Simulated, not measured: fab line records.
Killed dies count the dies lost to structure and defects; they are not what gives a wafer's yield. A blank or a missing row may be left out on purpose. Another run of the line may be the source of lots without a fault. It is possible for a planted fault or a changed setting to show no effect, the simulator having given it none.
A struck lot beside a sound one | flow ritCmos | 18 steps out of a route of 202
Sound: these wafers, L843.1, L843.3, L843.6. Struck: wafers L853.1, L853.3, L853.5. The cause comes at the end.
For every step that has rows: the tool of each side, followed by ch and its chambers, followed by its first start. Under that, the readings that differ: sound wafers | struck wafers | difference of the means | sigmas: that difference in standard deviations of wafers without a fault.
alike: words and numbers the same on both sides, and readings whose means are apart by under 2 such deviations; not compared: readings that were withheld, readings missing a value for some wafer, numbers with overlapping values and no deviation given by the record, and bounds like >300 which may hide the same value.
A row with sigmas, a row that says differs or no value, or rows on one side alone: a step with any of these is where the two part. Numbers that have no deviation but don't overlap get no sigmas and don't part them. A reading missing from all wafers of one side parts the sides only when that side holds two or more wafers.

first, 2 steps without rows for these wafers: RIT_ACTIVE_CLEAN_17 (cleans in SC2, time 600 s); RIT_FOX1_OXIDATION_00 (target thk 350.7 nm, ox time 1130 s).
RIT_FOX1_THK_MEAS_01:
  sound on filmMetro-01 at day 3 00:22; struck on filmMetro-01 at day 5 01:15
  alike: FOX1_OXIDE_THK
then, 2 steps without rows for these wafers: RIT_FOX1_WET_ETCH_02 (etches SiO2 in BOE, target depth 350 nm, time 390 s); RIT_FOX2_OXIDATION_00 (target thk 350.7 nm, ox time 1130 s).
RIT_FOX2_THK_MEAS_01:
  sound on filmMetro-03 at day 3 02:46; struck on filmMetro-04 at day 5 03:05
  alike: FOX2_OXIDE_THK
then, 2 steps without rows for these wafers: RIT_FOX2_CLEAN_02 (cleans in dHF, time 180 s); RIT_FOX2_WET_ETCH_03 (etches Si3N4 in H3PO4, target depth 195 nm, time 2801 s).
RIT_FOX2_THK_MEAS_90:
  sound on filmMetro-04 at day 3 03:38; struck on filmMetro-01 at day 5 03:58
  alike: FIELD_OXIDE_LEFT_1_THK
then, 3 steps without rows for these wafers: RIT_NWELL_HMDS_00 (prime time 60 s); RIT_NWELL_COAT_01 (resist thk 1300 nm); RIT_NWELL_SOFTBAKE_02 (time 60 s).
RIT_NWELL_EXPOSE_03: exposes mask M2, target cd 43900 nm.
  sound on ilineStepper-01 ch 0, day 3 04:16; struck on ilineStepper-02 ch 0, day 5 04:29
reading                     | sound                   | struck               | difference | sigmas
model.NWELL.overlayXNm (nm) | -0.6203 -0.6203 -0.6203 | -150.1 -150.1 -150.1 | -149.5     | 
  alike: mask
then, 2 steps without rows for these wafers: RIT_NWELL_PEB_04; RIT_NWELL_DEVELOP_05 (develop time 68 s).
RIT_NWELL_OVL_MEAS_06:
  sound on overlay-01 at day 3 04:44; struck on overlay-02 at day 5 04:57
reading        | sound        | struck               | difference | sigmas
NWELL_OVL (nm) | 0.9 -0.6 0.4 | -149.5 -149.8 -149.1 | -149.7     | -99 or more
then, 1 step without rows for these wafers: RIT_NWELL_HARDBAKE_07 (time 120 s).
RIT_M1_PROBE_99:
  sound on prober-01 at day 4 21:32; struck on prober-02 at day 6 20:02
reading                             | sound             | struck            | difference | sigmas
killed_at_M0_to_M3                  | 1 0 0             | 0 0 0             | +0         | -2
model.etest.wellEdgeRight.lineOhmUm | 181.6 180.8 180.8 | 189.8 192.2 191.6 | +10.1      | 
model.etest.wellEdgeLeft.lineOhmUm  | 182.7 182.9 181   | 175.3 175.7 178.1 | -5.8       | 
  alike: killedAtContacts, killedAtFrontEnd, killedDies, killedOpen, killedShort

== WHERE THEY PART ==
Earliest at RIT_NWELL_OVL_MEAS_06; latest, in this record, at RIT_M1_PROBE_99.

WHY: what the simulator had put in
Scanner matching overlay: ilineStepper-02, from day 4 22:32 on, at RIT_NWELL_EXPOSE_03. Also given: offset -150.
